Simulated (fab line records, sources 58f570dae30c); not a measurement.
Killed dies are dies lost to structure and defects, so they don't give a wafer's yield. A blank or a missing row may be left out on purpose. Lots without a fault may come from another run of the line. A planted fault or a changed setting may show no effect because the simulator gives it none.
fab line records | flow berkeley_cmos170
record lots=7 wafers=21 last_day=11
route steps=331 shown SILICIDE@210 CONTACT@216
lots that met no fault: from a run of the same line without faults
start_h: hours from the record's first day to the start of the lot's first wafer shown | wait_h: hours since the lot's step before | " the same as in the row above | L1.1+2: a row that stands for several wafers | - no value, or no start given | * or withheld: withheld | < > ~ a bound
route shown NAME@n: a module of which the file shows steps, and the number in the route of the first | usual: mean/standard deviation of fault-free wafers | same: alike in all rows | chamber/n: place in a boat | sites: the reading at each site | _std_site: their standard deviation | _edge_site: outer sites' mean less inner sites' | radius_mm: how far each site lies from the wafer's centre | mask NAME#n: copy n | behind: the tool/chamber that last shaped the wafer | hold: why the lot was held/for how many hours/how that ended | device: the transistor (n, p or np) that didn't switch | end of line: the same wafers' tests at the end of the route | a step without rows: its recipe alone | killed: dies lost to structure and defects at the first sort, not the wafer's yield | map: a wafer's dies, x killed, . not, _ none there
set.NAME: the setting as run; set.NAME@STEP: as run at that earlier step | model.NAME: the simulator's own value behind a step, which no gauge read
lots at some steps of the route; a table a step, a row a wafer
services: from which hour (start_h, from the record's first day; less than 0 if before it) a tool's chamber was out of use, for how many hours, and why
## steps
# step UCB170_SILICIDE_PRE_CLEAN_00
# recipe gas=Ar preclean_etch_time_s=60
# step UCB170_SILICIDE_SPUTTER_01
# recipe material=Ti target_thk_nm=30 time_s=25 power_w=1500 chamber_pressure_pa=0.5
# usual throttle_valve_pct=29.7/0.6
# columns lot.wafer tool chamber start_h wait_h throttle_valve_pct
L536.4 pvd_sputter-02 - 121.62 0.0 29.1
L536.5 " - " " 29.6
L536.6 " - " " 30.8
L544.1 pvd_sputter-02 - 183.31 0.0 28.9
L544.4 " - " " 29.1
L544.6 " - " " 30.9
L550.4 pvd_sputter-03 - 209.52 0.0 29.9
L550.5 " - " " 29.6
L550.6 " - " " 29.9
L551.1 pvd_sputter-02 - 209.52 0.0 29.1
L551.2 " - " " 29.6
L551.4 " - " " 29.1
L552.1 pvd_sputter-02 - 221.58 0.0 29.0
L552.4 " - " " 29.5
L552.6 " - " " 29.0
L553.1 pvd_sputter-04 - 221.58 0.0 29.0
L553.2 " - " " 29.7
L553.4 " - " " 30.0
L559.3 pvd_sputter-02 - 251.67 0.0 28.9
L559.5 " - " " 29.0
L559.6 " - " " 29.3
# step UCB170_SILICIDE_RS_MEAS_02
# recipe thk_meas_gauge=four-point-probe reads=Ti_of_SILICIDE_SPUTTER_01
# usual SILICIDE_TI_RS=26.0/0.35
# columns lot.wafer tool chamber start_h wait_h SILICIDE_TI_RS[ohm/sq]
L536.4 film_metro-03 - 121.71 0.1 26.0
L536.5 " - " " 26.1
L536.6 " - " " 26.0
L544.1 film_metro-03 - 183.34 0.0 26.0
L544.4 " - " " 25.7
L544.6 " - " " 25.9
L550.4 film_metro-03 - 209.61 0.1 26.5
L550.5 " - " " 26.2
L550.6 " - " " 25.9
L551.1 film_metro-04 - 209.72 0.2 26.6
L551.2 " - " " 26.4
L551.4 " - " " 26.3
L553.1 film_metro-03 - 221.61 0.0 25.6
L553.2 " - " " 26.1
L553.4 " - " " 26.0
L552.1 film_metro-04 - 221.62 0.0 25.8
L552.4 " - " " 25.9
L552.6 " - " " 26.0
L559.3 film_metro-03 - 251.74 0.1 25.6
L559.5 " - " " 25.7
L559.6 " - " " 25.8
# step UCB170_SILICIDE_THK_MEAS_03
# recipe thk_meas_gauge=xrf reads=Ti_of_SILICIDE_SPUTTER_01
# usual SILICIDE_TI_THK=29.9/0.36
# columns lot.wafer tool chamber start_h wait_h SILICIDE_TI_THK[nm]
L536.4 film_metro-03 - 121.80 0.1 29.8
L536.5 " - " " 29.8
L536.6 " - " " 29.9
L544.1 film_metro-03 - 183.46 0.1 29.8
L544.4 " - " " 30.1
L544.6 " - " " 29.8
L550.4 film_metro-03 - 209.70 0.1 29.4
L550.5 " - " " 29.8
L550.6 " - " " 30.0
L551.1 film_metro-04 - 209.84 0.1 29.3
L551.2 " - " " 29.5
L551.4 " - " " 29.9
L553.1 film_metro-03 - 221.73 0.1 30.3
L553.2 " - " " 29.7
L553.4 " - " " 29.9
L552.1 film_metro-04 - 221.74 0.1 29.8
L552.4 " - " " 29.8
L552.6 " - " " 29.6
L559.3 film_metro-03 - 251.84 0.1 30.4
L559.5 " - " " 30.3
L559.6 " - " " 30.0
# step UCB170_SILICIDE_RTA_04
# recipe temp_c=650 time_s=15 ambient=N2
# usual chamber_o2_ppm=1.999/0.024 lamp_power_pct=10.3/1.4 wafer_temp_C_max=653.4/0.7
# columns lot.wafer tool chamber start_h wait_h chamber_o2_ppm lamp_power_pct wafer_temp_C_max
L536.4 rtp_anneal-01 0 121.87 0.1 2.000 8.9 654.0
L536.5 " 0 " " 1.995 8.9 653.9
L536.6 " 0 " " 2.002 8.9 654.4
L544.1 rtp_anneal-01 0 183.52 0.1 1.999 8.9 653.1
L544.4 " 0 " " 1.972 8.9 652.4
L544.6 " 0 " " 1.995 8.9 652.6
L550.4 rtp_anneal-01 0 209.77 0.1 1.995 8.9 654.2
L550.5 " 0 " " 2.016 8.9 653.6
L550.6 " 0 " " 1.987 8.9 652.2
L551.1 rtp_anneal-02 0 209.90 0.1 2.007 11.7 653.3
L551.2 " 0 " " 1.993 11.7 654.1
L551.4 " 0 " " 1.979 11.7 653.6
L553.1 rtp_anneal-01 0 221.79 0.1 1.995 8.9 653.7
L553.2 " 0 " " 1.973 8.9 652.2
L553.4 " 0 " " 2.005 8.9 654.2
L552.1 rtp_anneal-02 0 221.80 0.1 1.952 11.7 652.7
L552.4 " 0 " " 1.990 11.7 654.1
L552.6 " 0 " " 1.972 11.7 653.4
L559.3 rtp_anneal-01 0 251.91 0.1 1.994 8.9 653.2
L559.5 " 0 " " 1.992 8.9 654.4
L559.6 " 0 " " 2.007 8.9 654.3
# step UCB170_SILICIDE_WET_ETCH_05
# recipe chemistry=SPM time_s=45 temp_c=120 target=Ti
# step UCB170_CONTACT_CLEAN_00
# recipe chemistry=SPM temp_c=120 time_s=600
# step UCB170_CONTACT_CVD_01
# recipe material=PSG target_thk_nm=700 temp_c=450 precursor=SiH4/O2/PH3 time_s=2820 pressure_mtorr=300 sih4_flow_sccm=60 o2_flow_sccm=90 ph3_flow_sccm=25
# step UCB170_CONTACT_THK_MEAS_02
# recipe reads=PSG_of_CONTACT_CVD_01
# usual CONTACT_PSG_THK=696/5.6
# columns lot.wafer tool chamber start_h wait_h CONTACT_PSG_THK[nm]
L536.4 film_metro-01 - 124.73 0.0 691
L536.5 " - " " 693
L536.6 " - " " 696
L544.1 film_metro-01 - 185.57 0.0 699
L544.4 " - " " 699
L544.6 " - " " 703
L550.4 film_metro-03 - 211.85 0.0 701
L550.5 " - " " 703
L550.6 " - " " 712
L551.1 film_metro-03 - 213.61 0.0 691
L551.2 " - " " 691
L551.4 " - " " 696
L552.1 film_metro-01 - 224.15 0.0 692
L552.4 " - " " 696
L552.6 " - " " 698
L553.1 film_metro-03 - 224.15 0.0 702
L553.2 " - " " 701
L553.4 " - " " 701
L559.3 film_metro-04 - 254.12 0.0 694
L559.5 " - " " 695
L559.6 " - " " 690
# step UCB170_CONTACT_HMDS_03
# recipe prime_time_s=60 prime_temp_c=100
# step UCB170_CONTACT_COAT_04
# recipe resist=KrF spin_rpm=1500 resist_thk_nm=900
# step UCB170_CONTACT_SOFTBAKE_05
# recipe resist=KrF temp_c=130 time_s=60
# step UCB170_CONTACT_STRIP_06
# recipe chemistry=O2 power_w=400 pressure_mtorr=3500 platen_temp_c=withheld o2_flow_sccm=400 overash_fraction=0.5
# usual chamber_pressure_mTorr=3500/3.1 drypump_motor_current_A=5.58/0.26 oes_product_au=0.734/0.0047 strip_time_to_endpoint_s=21.97/0.077
# columns lot.wafer tool chamber start_h wait_h chamber_pressure_mTorr drypump_motor_current_A oes_product_au rf_hours_counter_h strip_time_to_endpoint_s model.KrF_of_CONTACT_COAT_04.thk_nm
L536.4 plasma_asher-03 1 125.86 0.1 3501 5.73 0.733 - 21.98 0
L536.5 " 0 " " 3498 5.40 0.738 - 21.93 0
L536.6 " 1 " " 3503 5.72 0.727 - 21.91 0
L544.1 plasma_asher-02 1 186.08 0.1 3502 5.53 0.736 43 21.97 0
L544.4 " 0 " " 3500 5.56 0.733 - 21.94 0
L544.6 " 1 " " 3497 5.54 0.737 - 21.95 0
L550.4 plasma_asher-03 0 212.37 0.1 - - - - - 900.6
L550.5 " 1 " " - - - - - 902.4
L550.6 " 0 " " - - - - - 903.7
L551.1 plasma_asher-02 0 214.12 0.1 - - - - - 902.8
L551.2 " 1 " " - - - - - 902.6
L551.4 " 0 " " - - - - - 905
L553.1 plasma_asher-04 0 224.66 0.1 - - - - - 902
L553.2 " 1 " " - - - - - 900.6
L553.4 " 1 " " - - - - - 900.5
L552.1 plasma_asher-02 1 224.72 0.1 3502 5.50 0.729 47 21.92 0
L552.4 " 1 " " 3500 5.56 0.746 - 21.97 0
L552.6 " 0 " " 3500 5.52 0.730 - 21.91 0
L559.3 plasma_asher-02 0 254.64 0.1 3499 5.56 0.727 - 21.84 0
L559.5 " 0 " " 3500 5.54 0.726 - 21.89 0
L559.6 " 1 " " 3494 5.52 0.736 - 21.84 0
# step UCB170_CONTACT_CLEAN_07
# recipe chemistry=SPM temp_c=120 time_s=600
# step UCB170_CONTACT_RTA_08
# recipe temp_c=900 time_s=10 ambient=N2
# usual chamber_o2_ppm=1.999/0.023 lamp_power_pct=24/3.2 wafer_temp_C_max=904.6/0.89
# columns lot.wafer tool chamber start_h wait_h chamber_o2_ppm lamp_power_pct wafer_temp_C_max
L536.4 rtp_anneal-02 0 126.38 0.0 2.004 27 903.8
L536.5 " 0 " " 2.008 27 906.2
L536.6 " 0 " " 2.013 27 904.1
L544.1 rtp_anneal-02 0 187.47 0.0 1.975 27 902.2
L544.4 " 0 " " 1.970 27 904.9
L544.6 " 0 " " 2.013 27 904.7
L550.4 rtp_anneal-01 0 212.90 0.0 1.991 21 905.6
L550.5 " 0 " " 2.049 21 903.2
L550.6 " 0 " " 2.006 21 904.8
L551.1 rtp_anneal-02 0 217.20 0.0 2.011 27 904.1
L551.2 " 0 " " 1.988 27 903.4
L551.4 " 0 " " 1.978 27 903.8
L553.1 rtp_anneal-01 0 224.93 0.0 1.974 21 905.3
L553.2 " 0 " " 1.977 21 904.5
L553.4 " 0 " " 2.001 21 904.0
L552.1 rtp_anneal-02 0 225.11 0.0 2.039 27 905.7
L552.4 " 0 " " 1.998 27 906.2
L552.6 " 0 " " 1.988 27 905.9
L559.3 rtp_anneal-01 0 254.96 0.0 2.014 21 906.0
L559.5 " 0 " " 1.991 21 903.9
L559.6 " 0 " " 1.995 21 903.3
# step UCB170_CONTACT_COAT_09
# recipe resist=BARC temp_c=withheld time_s=withheld spin_rpm=3000 resist_thk_nm=withheld
# step UCB170_CONTACT_COAT_10
# recipe resist=KrF spin_rpm=1500 resist_thk_nm=900
# step UCB170_CONTACT_SOFTBAKE_11
# recipe resist=KrF temp_c=130 time_s=60
# step UCB170_CONTACT_EXPOSE_12
# recipe mask_id=CONT target_cd_nm=700 na=0.5 sigma_outer=0.6 source_shape=conventional dose_mj=35
# step UCB170_CONTACT_PEB_13
# recipe peb_temp_c=130 peb_time_s=withheld resist=KrF
# step UCB170_CONTACT_DEVELOP_14
# recipe developer=TMAH develop_time_s=45 resist=KrF dev_temp_c=21
# step UCB170_CONTACT_CD_MEAS_15
# recipe target_cd_nm=700
# usual cd_nm=699.8/1.3
# columns lot.wafer tool chamber start_h wait_h cd_nm
L536.4 cd_sem-02 - 127.88 - 701.1
L536.5 " - " " 701.2
L536.6 " - " " 702.0
L544.1 cd_sem-01 - 188.74 - 701.7
L544.4 " - " " 700.9
L544.6 " - " " 701.2
L550.4 cd_sem-02 - 213.96 - 702.0
L550.5 " - " " 701.7
L550.6 " - " " 702.5
L551.1 cd_sem-01 - 218.38 - 699.2
L551.2 " - " " 698.3
L551.4 " - " " 699.7
L553.1 cd_sem-01 - 226.12 - 701.2
L553.2 " - " " 700.0
L553.4 " - " " 699.1
L552.1 cd_sem-02 - 226.17 - 699.6
L552.4 " - " " 699.4
L552.6 " - " " 700.2
L559.3 cd_sem-02 - 256.01 - 701.4
L559.5 " - " " 702.4
L559.6 " - " " 701.0
# step UCB170_CONTACT_OVL_MEAS_16
# usual CONTACT_OVL=2/4.8
# columns lot.wafer tool chamber start_h wait_h CONTACT_OVL[nm]
L536.4 overlay-02 - 127.96 0.1 -14
L536.5 " - " " -5
L536.6 " - " " -9
L544.1 overlay-02 - 188.86 0.1 3
L544.4 " - " " 0
L544.6 " - " " 0
L550.4 overlay-01 - 214.04 0.1 7
L550.5 " - " " 6
L550.6 " - " " 7
L551.1 overlay-02 - 218.50 0.1 3
L551.2 " - " " 2
L551.4 " - " " 6
L553.1 overlay-01 - 226.24 0.1 3
L553.2 " - " " 2
L553.4 " - " " -5
L552.1 overlay-02 - 226.29 0.1 -5
L552.4 " - " " -4
L552.6 " - " " -6
L559.3 overlay-02 - 256.10 0.1 7
L559.5 " - " " 11
L559.6 " - " " -3
# step UCB170_CONTACT_ETCH_17
# recipe chemistry=N2/H2 target_depth_a=withheld overetch_a=withheld target=BARC time_s=withheld source_w=500 bias_w=100 pressure_mtorr=30 n2_flow_sccm=100 h2_flow_sccm=200
# usual drypump_motor_current_A=6.0/0.42 oes_product_au=0.995/0.023 throttle_valve_pct=13.37/0.23
# columns lot.wafer tool chamber start_h wait_h drypump_motor_current_A oes_product_au throttle_valve_pct
L536.4 rie_diel-02 3 127.98 0.0 5.8 0.994 13.51
L536.5 " 0 " " 5.5 1.013 13.65
L536.6 " 3 " " 5.7 1.004 13.50
L544.1 rie_diel-04 2 188.90 0.0 6.1 1.010 13.34
L544.4 " 1 " " 6.1 0.983 13.31
L544.6 " 0 " " 6.1 0.973 13.14
L550.4 rie_diel-03 3 214.06 0.0 5.7 1.004 13.24
L550.5 " 1 " " 5.8 0.964 13.56
L550.6 " 0 " " 6.7 0.991 13.43
L551.1 rie_diel-02 2 218.54 0.0 5.4 1.036 12.86
L551.2 " 1 " " 5.4 1.009 13.09
L551.4 " 0 " " 5.5 1.006 13.68
L553.1 rie_diel-03 0 226.27 0.0 6.7 0.974 13.42
L553.2 " 3 " " 5.7 0.999 13.23
L553.4 " 2 " " 6.6 0.970 13.55
L552.1 rie_diel-04 2 226.33 0.0 6.1 0.995 13.34
L552.4 " 0 " " 6.1 0.974 13.16
L552.6 " 0 " " 6.1 0.978 13.15
L559.3 rie_diel-03 2 256.13 0.0 6.6 0.960 13.54
L559.5 " 1 " " 5.8 0.974 13.57
L559.6 " 0 " " 6.7 0.980 13.43
# step UCB170_CONTACT_ETCH_18
# recipe chemistry=CHF3/CF4/Ar target=PSG stop_on=TiSi2 CHF3_flow_sccm=45 cf4_flow_sccm=15 Ar_flow_sccm=150 pressure_mtorr=200 rf_w=700 target_depth_a=8400 over_etch_frac=0.2 time_s=195
# usual drypump_motor_current_A=6.0/0.42 oes_product_au=0.886/0.016 throttle_valve_pct=6.95/0.13
# same over_etch_frac=0.2
# columns lot.wafer tool chamber start_h wait_h drypump_motor_current_A oes_product_au rf_hours_counter_h throttle_valve_pct
L536.4 rie_diel-02 3 - - 5.8 0.882 131 7.05
L536.5 " 0 " " 5.5 0.873 - 7.18
L536.6 " 3 " " 5.8 0.876 - 7.06
L544.1 rie_diel-04 2 - - 6.1 0.893 106 7.03
L544.4 " 1 " " 6.1 0.881 74 6.89
L544.6 " 0 " " 6.1 0.874 - 6.79
L550.4 rie_diel-03 3 - - 5.6 0.896 95 6.85
L550.5 " 1 " " 5.8 0.875 - 6.98
L550.6 " 0 " " 6.7 0.885 - 6.96
L551.1 rie_diel-02 2 - - 5.4 0.911 127 6.67
L551.2 " 1 " " 5.4 0.883 51 6.91
L551.4 " 0 " " 5.5 0.886 2 7.16
L553.1 rie_diel-03 0 - - 6.7 0.874 78 6.94
L553.2 " 3 " " 5.7 0.910 95 6.85
L553.4 " 2 " " 6.6 0.873 101 7.06
L552.1 rie_diel-04 2 - - 6.1 0.882 107 7.02
L552.4 " 0 " " 6.1 0.875 135 6.79
L552.6 " 0 " " 6.1 0.871 - 6.80
L559.3 rie_diel-03 2 - - 6.6 0.865 102 7.06
L559.5 " 1 " " 5.8 0.872 - 6.97
L559.6 " 0 " " 6.7 0.880 - 6.95
# step UCB170_CONTACT_STRIP_19
# recipe chemistry=O2 power_w=400 pressure_mtorr=3500 platen_temp_c=withheld o2_flow_sccm=400 overash_fraction=0.5
# usual chamber_pressure_mTorr=3500/3.3 drypump_motor_current_A=5.58/0.26 oes_product_au=0.726/0.004
# columns lot.wafer tool chamber start_h wait_h chamber_pressure_mTorr drypump_motor_current_A oes_product_au rf_hours_counter_h
L536.4 plasma_asher-02 0 128.18 - 3502 5.55 0.731 -
L536.5 " 1 " " 3500 5.53 0.724 -
L536.6 " 0 " " 3500 5.53 0.721 -
L544.1 plasma_asher-03 0 189.06 - 3504 5.42 0.722 8
L544.4 " 1 " " 3495 5.73 0.729 -
L544.6 " 1 " " 3509 5.71 0.727 -
L550.4 plasma_asher-04 1 214.26 - 3503 5.23 0.742 -
L550.5 " 1 " " 3497 5.21 0.739 -
L550.6 " 0 " " 3503 6.04 0.740 -
L551.1 plasma_asher-02 1 218.70 - 3508 5.53 0.737 46
L551.2 " 0 " " 3500 5.59 0.731 46
L551.4 " 1 " " 3500 5.53 0.740 -
L553.1 plasma_asher-04 1 226.44 - 3500 5.23 0.746 58
L553.2 " 0 " " 3504 6.03 0.734 58
L553.4 " 0 " " 3498 6.05 0.736 -
L552.1 plasma_asher-03 1 226.50 - 3496 5.68 0.723 12
L552.4 " 0 " " 3503 5.42 0.724 -
L552.6 " 1 " " 3498 5.72 0.728 -
L559.3 plasma_asher-04 1 256.33 - 3494 5.22 0.724 -
L559.5 " 1 " " 3499 5.23 0.723 -
L559.6 " 0 " " 3499 6.04 0.722 -
# step UCB170_CONTACT_CD_MEAS_90
# recipe target_cd_nm=700
# usual cd_nm=699.6/1.6
# columns lot.wafer tool chamber start_h wait_h cd_nm
L536.4 cd_sem-01 - 128.32 0.1 699.9
L536.5 " - " " 702.9
L536.6 " - " " 701.7
L544.1 cd_sem-01 - 189.16 0.1 700.6
L544.4 " - " " 700.5
L544.6 " - " " 701.6
L550.4 cd_sem-01 - 214.38 0.1 700.4
L550.5 " - " " 701.4
L550.6 " - " " 704.2
L551.1 cd_sem-02 - 218.80 0.1 699.9
L551.2 " - " " 697.9
L551.4 " - " " 699.8
L553.1 cd_sem-01 - 226.60 0.1 701.7
L553.2 " - " " 698.0
L553.4 " - " " 699.3
L552.1 cd_sem-02 - 226.65 0.1 699.7
L552.4 " - " " 700.9
L552.6 " - " " 701.3
L559.3 cd_sem-02 - 256.43 0.1 700.6
L559.5 " - " " 702.8
L559.6 " - " " 702.3
## services
# columns tool chamber start_h hours kind
rie_diel-03 - 103.99 0.5 repair
plasma_asher-03 - 108.75 9.0 pm
plasma_asher-03 0 108.75 9.0 vent_cycle
plasma_asher-03 1 108.75 9.0 vent_cycle
rie_diel-02 0 111.70 6.0 repair
plasma_asher-03 0 117.75 - clean
plasma_asher-03 1 117.75 - clean
rie_diel-03 1 133.11 6.4 repair
plasma_asher-03 - 161.00 4.3 pm
pvd_sputter-02 - 163.29 8.2 repair
rie_diel-02 0 168.80 - clean
rie_diel-02 0 168.80 14.3 scheduled_down
rie_diel-02 0 168.80 14.3 vent_cycle
rie_diel-04 2 190.40 9.5 repair
plasma_asher-03 - 192.07 1.9 repair
plasma_asher-02 - 205.49 1.3 repair
rie_diel-02 1 205.79 10.0 repair
rie_diel-02 2 206.95 8.6 repair
rie_diel-04 3 228.69 - clean
rie_diel-04 3 228.69 19.8 scheduled_down
rie_diel-04 3 228.69 19.8 vent_cycle
pvd_sputter-02 - 229.64 12.9 repair
rie_diel-02 0 235.37 4.8 repair
rie_diel-02 1 253.60 7.4 repair
## key
first_sign step=UCB170_CONTACT_STRIP_06 reading=tool_record direction=missing
effect step=UCB170_CONTACT_STRIP_19 reading=oes_product_au direction=up sigmas=3.1 usual=0.726 struck=0.738
model_effect step=UCB170_CONTACT_STRIP_06 value=KrF_of_CONTACT_COAT_04.thk_nm without=0 struck=902.3
met_at UCB170_CONTACT_STRIP_06
struck_wafers L550.4,L550.5,L550.6,L551.1,L551.2,L551.4,L553.1,L553.2,L553.4
later_rows_left_out L550.4,L550.5,L550.6,L551.1,L551.2,L551.4,L553.1,L553.2,L553.4
sort_left_out L550.4,L550.5,L550.6,L551.1,L551.2,L551.4,L553.1,L553.2,L553.4
tester_left_out L550,L551,L553
onset_between 186.08 212.37
fault kind=skipped_step_whole tool=plasma_asher-02,plasma_asher-03,plasma_asher-04 chamber=- onset_h=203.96 steps=UCB170_CONTACT_STRIP_06 scope=struck_lots_only
# tester_left_out: of these lots the tester's yield and bins aren't shown, on N5 and GAA mostly nor the transistor test; their killed dies are dies lost to structure and defects alone, not to doping, threshold or leakage, so they don't give the yield
# sort_left_out: the simulated sort isn't trusted on such a fault, so these wafers' sort isn't shown, and their yield isn't known
# later_rows_left_out: the simulator's readings of these wafers behind a module that went badly wrong aren't trusted and aren't shown, but for the sort
